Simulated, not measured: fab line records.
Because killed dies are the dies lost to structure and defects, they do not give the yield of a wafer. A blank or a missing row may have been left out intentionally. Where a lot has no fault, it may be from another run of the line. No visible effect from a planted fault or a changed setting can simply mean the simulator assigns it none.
Split-lot experiment    flow rit_cmos    23 wafers read from 5 lots, route of 202 steps

## SPLIT DETAILS
At RIT_ACTIVE_COAT_06 (resist thk 1000 nm), the setting resist_thk_nm was moved away from the recipe's 1000 nm on 8 of the 23 wafers read, by -5.1% to +2.7%. All remaining wafers had this setting at the recipe value.

## FROM THE SPLIT TO THE READING: what the file shows between them, 4 steps
- RIT_ACTIVE_EXPOSE_08: exposes mask M1, target cd 1400 nm (also split here: dose_mj)
- RIT_ACTIVE_PEB_09
- RIT_ACTIVE_DEVELOP_10: develop time 50 s
- RIT_ACTIVE_CD_MEAS_11: target cd 1400 nm

## THE READING
NOVOLAK_of_ACTIVE_COAT_06.thk_nm (the simulator's own value, which no gauge read), in nm, at RIT_ACTIVE_HARDBAKE_12 (time 60 s). The file does not state a usual value for it. Across the 15 wafers here that went through the recipe, the average is 885.7 nm and the standard deviation 3 nm.

wafer   tool, chamber at the split  resist_thk_nm as run, nm  against the recipe  NOVOLAK_of_ACTIVE_COAT_06.thk_nm, nm  against lot-mates on the recipe
L074.1  litho_track-01, 0           1000                      recipe              883.1                                 -
L074.4  litho_track-01, 0           1000                      recipe              885.3                                 -
L074.5  litho_track-01, 0           1000                      recipe              882                                   -
L076.1  litho_track-01, 0           1000                      recipe              890.5                                 -
L076.2  litho_track-01, 0           1000                      recipe              889.2                                 -
L076.4  litho_track-01, 0           1000                      recipe              887.9                                 -
L076.5  litho_track-01, 0           1000                      recipe              889.9                                 -
L076.6  litho_track-01, 0           1000                      recipe              887.5                                 -
L077.1  litho_track-03, 0           1027                      +2.7%               910.9                                 +24.6
L077.2  litho_track-03, 0           1000                      recipe              886.7                                 -
L077.3  litho_track-03, 0           1027                      +2.7%               913.7                                 +27.5
L077.4  litho_track-03, 0           1000                      recipe              885.8                                 -
L077.5  litho_track-03, 0           1027                      +2.7%               913.6                                 +27.4
L079.1  litho_track-04, 0           1000                      recipe              883.9                                 -
L079.3  litho_track-04, 0           1000                      recipe              883.7                                 -
L079.4  litho_track-04, 0           982.6                     -1.7%               869.4                                 -15.6
L079.5  litho_track-04, 0           982.6                     -1.7%               870.3                                 -14.7
L079.6  litho_track-04, 0           1000                      recipe              887.3                                 -
L083.1  litho_track-01, 0           1000                      recipe              881.8                                 -
L083.2  litho_track-01, 0           948.7                     -5.1%               839.4                                 -41.6
L083.3  litho_track-01, 0           948.7                     -5.1%               837                                   -44.0
L083.4  litho_track-01, 0           948.7                     -5.1%               838.5                                 -42.5
L083.5  litho_track-01, 0           1000                      recipe              880.3                                 -

THE FIT
A straight line over all 23 wafers: NOVOLAK_of_ACTIVE_COAT_06.thk_nm changes by +9.43 nm for each +1% of resist_thk_nm; r = +0.99; the points scatter about the line by 2.7 nm.
The same after taking each lot's own level away (the mean of its wafers on the recipe; 23 wafers): +8.72 nm for each +1%; r = +1.00; scatter 1.7 nm.
Per that fit: largest resist_thk_nm move, reading shift of 45 nm.
Measured against the standard deviation above, the lots' own levels, which go from 881.05 to 889.00 nm, span 2.6 times it.
The two slopes are in agreement: the lot-to-lot level therefore moves the slope only a little.
Check: -44.9 nm against its lot-mates is what the line predicts for one of the wafers moved furthest among these (-5.1%) when that wafer is left out of the fit. Against them it came out at -41.6 nm.

## THESE WAFERS: OTHER SPLITS
These wafers also went through other splits before the reading. Each is held against what the fit with the lots' levels taken away leaves over:
other split on the same wafers  wafers away from the commonest value  r with NOVOLAK_of_ACTIVE_COAT_06.thk_nm (lot level and that fit taken away)
RIT_ACTIVE_EXPOSE_08 dose_mj    8                                     -0.11

## THE WHOLE CHAIN: every reading that the file lists as answering this split, in the file's order
step                    what it does        reading                                                                            change (the file's fit)               r (the file's)
RIT_ACTIVE_COAT_06      resist thk 1000 nm  NOVOLAK_of_ACTIVE_COAT_06.thk_nm (the simulator's own value, which no gauge read)  +9.9 nm for each +1% of the setting   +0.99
RIT_ACTIVE_HARDBAKE_12  time 60 s           NOVOLAK_of_ACTIVE_COAT_06.thk_nm (the simulator's own value, which no gauge read)  +8.65 nm for each +1% of the setting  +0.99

## FILE'S OWN FIT
NOVOLAK_of_ACTIVE_COAT_06.thk_nm changes by +8.65 nm for each +1% of resist_thk_nm, r = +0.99.
